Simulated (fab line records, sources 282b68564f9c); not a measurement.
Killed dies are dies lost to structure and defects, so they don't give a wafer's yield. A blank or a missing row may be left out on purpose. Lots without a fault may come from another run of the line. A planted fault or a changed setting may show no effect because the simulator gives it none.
Which tool did it? | flow rit_cmos | 14 lots, 42 wafers sampled, at 2 steps of a route of 202

WHAT THE GAUGES READ, wafer by wafer
The record holds no reading of a measuring or inspecting step that can be judged against a usual standard deviation.

WHICH TOOL RAN EACH LOT (tool, then ch and the chambers of the sampled wafers, then the start)
lot  | RIT_REOX_CLEAN_00              | RIT_M1_PROBE_99
L624 | wet_bench-02 ch 1, day 2 17:10 | -
L625 | wet_bench-02 ch 0, day 2 17:54 | -
L626 | wet_bench-01 ch 2, day 3 04:27 | -
L627 | wet_bench-02 ch 0, day 3 06:01 | -
L628 | wet_bench-01 ch 0, day 3 10:17 | prober-02, day 4 05:57
L629 | wet_bench-04 ch 3, day 3 17:59 | -
L630 | wet_bench-01 ch 2, day 3 19:41 | prober-02, day 4 16:49
L631 | wet_bench-04 ch 1, day 4 01:25 | prober-01, day 4 20:56
L632 | wet_bench-04 ch 0, day 4 07:47 | prober-02, day 5 03:32
L633 | wet_bench-01 ch 2, day 4 10:38 | prober-01, day 5 07:08
L634 | wet_bench-04 ch 1, day 4 14:53 | -
L635 | wet_bench-04 ch 1, day 4 22:29 | -
L638 | wet_bench-02 ch 0, day 5 12:32 | -
L641 | wet_bench-02 ch 1, day 6 01:16 | -
- RIT_REOX_CLEAN_00: cleans in SC1, time 600 s.
- RIT_M1_PROBE_99

WHAT THE TOOLS THEMSELVES READ (means of the sampled wafers that have a number; where no wafer has one, the mark that the record gives instead)
RIT_REOX_CLEAN_00.
lot  | tool         | bath_guard_temp_C (C) | bath_heat_duty_pct (%) | temp_c (C)
L624 | wet_bench-02 | 75.2                  | 18.4                   | 74.94
L625 | wet_bench-02 | 75.8                  | 16.6                   | 74.98
L626 | wet_bench-01 | 74.1                  | 19.2                   | 74.85
L627 | wet_bench-02 | 75.7                  | 17.0                   | 75.02
L628 | wet_bench-01 | 75.1                  | 16.8                   | 75.06
L629 | wet_bench-04 | 74.7                  | 17.9                   | 74.85
L630 | wet_bench-01 | 74.1                  | 19.6                   | 75.07
L631 | wet_bench-04 | 74.9                  | 15.2                   | 75.09
L632 | wet_bench-04 | 75.2                  | 16.1                   | 74.96
L633 | wet_bench-01 | 73.9                  | 20.0                   | 75.03
L634 | wet_bench-04 | 74.8                  | 15.9                   | 74.83
L635 | wet_bench-04 | 75.2                  | 15.6                   | 74.86
L638 | wet_bench-02 | 78.3                  | 18.6                   | 77.87
L641 | wet_bench-02 | 78.3                  | 19.3                   | 77.74

RIT_M1_PROBE_99.
lot  | tool      | killed_at_contacts | killed_at_front_end | killed_dies | killed_open | killed_short
L628 | prober-02 | 0.0                | 7                   | 7           | 3.7         | 3.7
L630 | prober-02 | 0.0                | 4                   | 4           | 1.7         | 2.3
L631 | prober-01 | 0.0                | 7                   | 7           | 3.7         | 3.3
L632 | prober-02 | 0.0                | 11                  | 11          | 6.7         | 4.0
L633 | prober-01 | 0.0                | 7                   | 7           | 4.7         | 2.7

THE ANSWER, worked out from the rows above alone
Rule: what is usual is taken from the lots themselves. Put in order of their means at a reading, lots are off if they are a third of the lots or fewer, leave a main group of 4 or more, and stand apart from it by a gap of 3 or more times the standard deviation of the main group's means; of several such gaps the widest counts. A main group whose means are all the same, to the digits that the tables above print for the reading, isn't used. A lot without any number at a reading at which 4 lots or more have one is off too. The other lots that the step has rows for count as sound. The gauges are gone through in route order, then the tools' own readings, and for those a lot's mean is taken as printed above. The first step at which some lot is off is used, and at that step the reading that is off furthest; a lot without a number counts as furthest.
Off: L638, L641, at RIT_REOX_CLEAN_00 (temp_c). The main group: mean 74.96 C, standard deviation 0.091.
A tool fits if, at that step or a process step before it, it ran every lot that is off, and no sound lot after the first of them. One fits: wet_bench-02 at RIT_REOX_CLEAN_00. Its last sound lot is L627 (day 3 06:01), its first lot that is off L638 (day 5 12:32): a fault that began between those two fits.
The tool's own readings at RIT_REOX_CLEAN_00 bear it out: on the lots that are off they differ by more than 5 times the standard deviation of the sound lots' means. bath_guard_temp_C reads 78.3 C there against 74.9 C on the sound lots; temp_c reads 77.81 C there against 74.96 C on the sound lots.

WHAT THE SIMULATOR HAD PUT IN
Process parameter drift: wet_bench-02, from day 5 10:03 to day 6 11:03, at RIT_REOX_CLEAN_00. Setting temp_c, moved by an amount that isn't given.
Lots struck among those shown: L638, L641. The rule above found the same.
